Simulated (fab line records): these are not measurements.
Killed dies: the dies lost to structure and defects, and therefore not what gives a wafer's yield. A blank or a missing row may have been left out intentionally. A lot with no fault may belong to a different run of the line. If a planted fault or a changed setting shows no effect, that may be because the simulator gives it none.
Chamber matching + flow ritCmos + RIT_GATE_ETCH_19 on rieSi-02: 4 sister chambers
The step etches poly-Si in SF6/CHF3/O2, stops on SiO2, time 165 s, target depth 312.5 nm. 16 wafers are shown with their chamber, then 8 later ones without.

WAFERS PAIRED WITH THEIR CHAMBERS
| wafer  | chamber | drypumpMotorCurrentA (A) | throttleValvePct (%) | oesProductAu (a.u.) |
|--------|---------|--------------------------|----------------------|---------------------|
| L533.1 | 2       | 6.9                      | 10.06                | 0.871               |
| L533.2 | 0       | 5.8                      | 10.22                | 0.859               |
| L533.5 | 0       | 5.8                      | 10.22                | 0.860               |
| L535.1 | 1       | 6.4                      | 10.28                | 0.841               |
| L535.3 | 2       | 6.9                      | 10.05                | 0.863               |
| L535.6 | 1       | 6.4                      | 10.28                | 0.837               |
| L537.1 | 2       | 6.9                      | 10.06                | 0.859               |
| L537.2 | 3       | 6.5                      | 10.51                | 0.859               |
| L537.4 | 1       | 6.4                      | 10.29                | 0.844               |
| L541.3 | 0       | 5.8                      | 10.21                | 0.861               |
| L541.4 | 2       | 6.9                      | 10.04                | 0.868               |
| L541.5 | 0       | 5.7                      | 10.20                | 0.869               |
| L543.1 | 3       | 6.5                      | 10.52                | 0.862               |
| L543.3 | 2       | 6.9                      | 10.06                | 0.873               |
| L543.6 | 0       | 5.8                      | 10.22                | 0.866               |
| L551.1 | 2       | 6.9                      | 10.06                | 0.867               |

SIGNATURES (means of the wafers above)
| reading              | chamber 0 | chamber 1 | chamber 2 | chamber 3 | scatter within a chamber |
|----------------------|-----------|-----------|-----------|-----------|--------------------------|
| drypumpMotorCurrentA | 5.780     | 6.400     | 6.900     | 6.500     | 0.0258                   |
| throttleValvePct     | 10.2140   | 10.2833   | 10.0550   | 10.5150   | 0.0081                   |
| oesProductAu         | 0.86300   | 0.84067   | 0.86683   | 0.86050   | 0.00443                  |
Rule: a wafer's distance from a chamber is the root of the sum, over the readings, of the square of ((its reading less the chamber's mean) divided by the reading's scatter). The wafer belongs to the nearest chamber; if the next one is less than 2 further off, it can't be placed. The scatter: take each reading less its chamber's mean, square it, sum over the shown wafers, divide by the number of wafers less the number of chambers, and take the root.

WAFERS WITH NO CHAMBER GIVEN
| wafer  | drypumpMotorCurrentA (A) | throttleValvePct (%) | oesProductAu (a.u.) |
|--------|--------------------------|----------------------|---------------------|
| L551.5 | 6.5                      | 10.53                | 0.870               |
| L551.6 | 6.9                      | 10.06                | 0.868               |
| L553.1 | 6.4                      | 10.27                | 0.833               |
| L553.3 | 5.7                      | 10.20                | 0.865               |
| L553.4 | 6.8                      | 10.07                | 0.864               |
| L555.2 | 6.5                      | 10.52                | 0.866               |
| L555.3 | 6.9                      | 10.05                | 0.855               |
| L555.5 | 6.9                      | 10.05                | 0.851               |

THE CHAMBER EACH PASSED THROUGH
| wafer  | from the rows above | in truth |
|--------|---------------------|----------|
| L551.5 | 3                   | 3        |
| L551.6 | 2                   | 2        |
| L553.1 | 1                   | 1        |
| L553.3 | 0                   | 0        |
| L553.4 | 2                   | 2        |
| L555.2 | 3                   | 3        |
| L555.3 | 2                   | 2        |
| L555.5 | 2                   | 2        |
Correct placement for 8 of the 8. Can't be placed from these rows: 0. Number placed wrongly: 0.
